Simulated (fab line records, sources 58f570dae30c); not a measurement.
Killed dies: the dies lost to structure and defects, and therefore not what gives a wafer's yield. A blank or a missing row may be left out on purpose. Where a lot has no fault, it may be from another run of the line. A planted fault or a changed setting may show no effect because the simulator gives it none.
Lot-split experiment / flow berkeley_cmos170 / 23 wafers read across 5 lots, on a route 331 steps long

## THE SPLIT
At UCB170_M1_COAT_04 (resist thk 900 nm), the setting spin_rpm was moved away from the recipe's 1500 rpm on 10 of the 23 wafers read, by -2.1% to +5.9%. The other wafers ran this setting at the recipe's value.

Reading taken at the split's own step.

## THE READING
KrF_of_M1_COAT_04.thk_nm (the simulator's own value, which no gauge read), in nm, at UCB170_M1_COAT_04 (resist thk 900 nm). The file gives no usual value for it. Here, 13 wafers ran the recipe; their average is 900.8 nm with a standard deviation of 2.3 nm.

wafer=L077.1; tool, chamber at the split=litho_track-01, 0; spin_rpm as run, rpm=1500; against the recipe=recipe; KrF_of_M1_COAT_04.thk_nm, nm=899.1; against lot-mates on the recipe=-
wafer=L077.2; tool, chamber at the split=litho_track-01, 0; spin_rpm as run, rpm=1540; against the recipe=+2.7%; KrF_of_M1_COAT_04.thk_nm, nm=889; against lot-mates on the recipe=-10.5
wafer=L077.4; tool, chamber at the split=litho_track-01, 0; spin_rpm as run, rpm=1500; against the recipe=recipe; KrF_of_M1_COAT_04.thk_nm, nm=899.8; against lot-mates on the recipe=-
wafer=L077.5; tool, chamber at the split=litho_track-01, 0; spin_rpm as run, rpm=1540; against the recipe=+2.7%; KrF_of_M1_COAT_04.thk_nm, nm=886.3; against lot-mates on the recipe=-13.2
wafer=L077.6; tool, chamber at the split=litho_track-01, 0; spin_rpm as run, rpm=1540; against the recipe=+2.7%; KrF_of_M1_COAT_04.thk_nm, nm=886.6; against lot-mates on the recipe=-12.9
wafer=L081.1; tool, chamber at the split=litho_track-02, 0; spin_rpm as run, rpm=1500; against the recipe=recipe; KrF_of_M1_COAT_04.thk_nm, nm=899.2; against lot-mates on the recipe=-
wafer=L081.2; tool, chamber at the split=litho_track-02, 0; spin_rpm as run, rpm=1500; against the recipe=recipe; KrF_of_M1_COAT_04.thk_nm, nm=899.4; against lot-mates on the recipe=-
wafer=L081.6; tool, chamber at the split=litho_track-02, 0; spin_rpm as run, rpm=1500; against the recipe=recipe; KrF_of_M1_COAT_04.thk_nm, nm=898.4; against lot-mates on the recipe=-
wafer=L085.1; tool, chamber at the split=litho_track-04, 0; spin_rpm as run, rpm=1469; against the recipe=-2.1%; KrF_of_M1_COAT_04.thk_nm, nm=910.8; against lot-mates on the recipe=+10.9
wafer=L085.2; tool, chamber at the split=litho_track-04, 0; spin_rpm as run, rpm=1500; against the recipe=recipe; KrF_of_M1_COAT_04.thk_nm, nm=899.9; against lot-mates on the recipe=-
wafer=L085.4; tool, chamber at the split=litho_track-04, 0; spin_rpm as run, rpm=1500; against the recipe=recipe; KrF_of_M1_COAT_04.thk_nm, nm=901; against lot-mates on the recipe=-
wafer=L085.5; tool, chamber at the split=litho_track-04, 0; spin_rpm as run, rpm=1469; against the recipe=-2.1%; KrF_of_M1_COAT_04.thk_nm, nm=910; against lot-mates on the recipe=+10.1
wafer=L085.6; tool, chamber at the split=litho_track-04, 0; spin_rpm as run, rpm=1500; against the recipe=recipe; KrF_of_M1_COAT_04.thk_nm, nm=898.8; against lot-mates on the recipe=-
wafer=L082.1; tool, chamber at the split=litho_track-04, 0; spin_rpm as run, rpm=1589; against the recipe=+5.9%; KrF_of_M1_COAT_04.thk_nm, nm=874.6; against lot-mates on the recipe=-26.2
wafer=L082.2; tool, chamber at the split=litho_track-04, 0; spin_rpm as run, rpm=1500; against the recipe=recipe; KrF_of_M1_COAT_04.thk_nm, nm=902.2; against lot-mates on the recipe=-
wafer=L082.4; tool, chamber at the split=litho_track-04, 0; spin_rpm as run, rpm=1589; against the recipe=+5.9%; KrF_of_M1_COAT_04.thk_nm, nm=873.3; against lot-mates on the recipe=-27.6
wafer=L082.5; tool, chamber at the split=litho_track-04, 0; spin_rpm as run, rpm=1589; against the recipe=+5.9%; KrF_of_M1_COAT_04.thk_nm, nm=872.9; against lot-mates on the recipe=-28.0
wafer=L082.6; tool, chamber at the split=litho_track-04, 0; spin_rpm as run, rpm=1500; against the recipe=recipe; KrF_of_M1_COAT_04.thk_nm, nm=899.5; against lot-mates on the recipe=-
wafer=L084.1; tool, chamber at the split=litho_track-01, 0; spin_rpm as run, rpm=1500; against the recipe=recipe; KrF_of_M1_COAT_04.thk_nm, nm=902.5; against lot-mates on the recipe=-
wafer=L084.3; tool, chamber at the split=litho_track-01, 0; spin_rpm as run, rpm=1500; against the recipe=recipe; KrF_of_M1_COAT_04.thk_nm, nm=906.4; against lot-mates on the recipe=-
wafer=L084.4; tool, chamber at the split=litho_track-01, 0; spin_rpm as run, rpm=1532; against the recipe=+2.1%; KrF_of_M1_COAT_04.thk_nm, nm=894; against lot-mates on the recipe=-10.3
wafer=L084.5; tool, chamber at the split=litho_track-01, 0; spin_rpm as run, rpm=1532; against the recipe=+2.1%; KrF_of_M1_COAT_04.thk_nm, nm=896.9; against lot-mates on the recipe=-7.4
wafer=L084.6; tool, chamber at the split=litho_track-01, 0; spin_rpm as run, rpm=1500; against the recipe=recipe; KrF_of_M1_COAT_04.thk_nm, nm=904.1; against lot-mates on the recipe=-

THE FIT
A straight line over all 23 wafers: KrF_of_M1_COAT_04.thk_nm changes by -4.56 nm for each +1% of spin_rpm; r = -0.98; the points scatter about the line by 2.4 nm.
The same after taking each lot's own level away (the mean of its wafers on the recipe; 23 wafers): -4.63 nm for each +1%; r = -0.99; scatter 1.2 nm.
According to that fit, moving spin_rpm by its largest amount changes the reading by 27 nm.
Measured against the standard deviation above, the lots' own levels, which go from 899.00 to 904.33 nm, span 2.3 times it.
Hence the lot-to-lot level has little effect on the slope; both slopes agree.
Check: for one of the wafers moved furthest among these (+5.9%), held out of the fit, the line's prediction against its lot-mates is -27.6 nm. Against them it came out at -26.2 nm.

## OTHER SPLITS APPLIED TO THESE WAFERS
Note: prior to the reading, these wafers also went through further splits. Each is held against what the fit with the lots' levels taken away leaves over:
other split on the same wafers=UCB170_CONTACT_CVD_01 o2_flow_sccm; wafers away from the commonest value=15; r with KrF_of_M1_COAT_04.thk_nm (lot level and that fit taken away)=+0.03
other split on the same wafers=UCB170_CONTACT_ETCH_18 time_s; wafers away from the commonest value=7; r with KrF_of_M1_COAT_04.thk_nm (lot level and that fit taken away)=-0.16

## THE FILE'S OWN FIT
KrF_of_M1_COAT_04.thk_nm changes by -4.59 nm for each +1% of spin_rpm, r = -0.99.
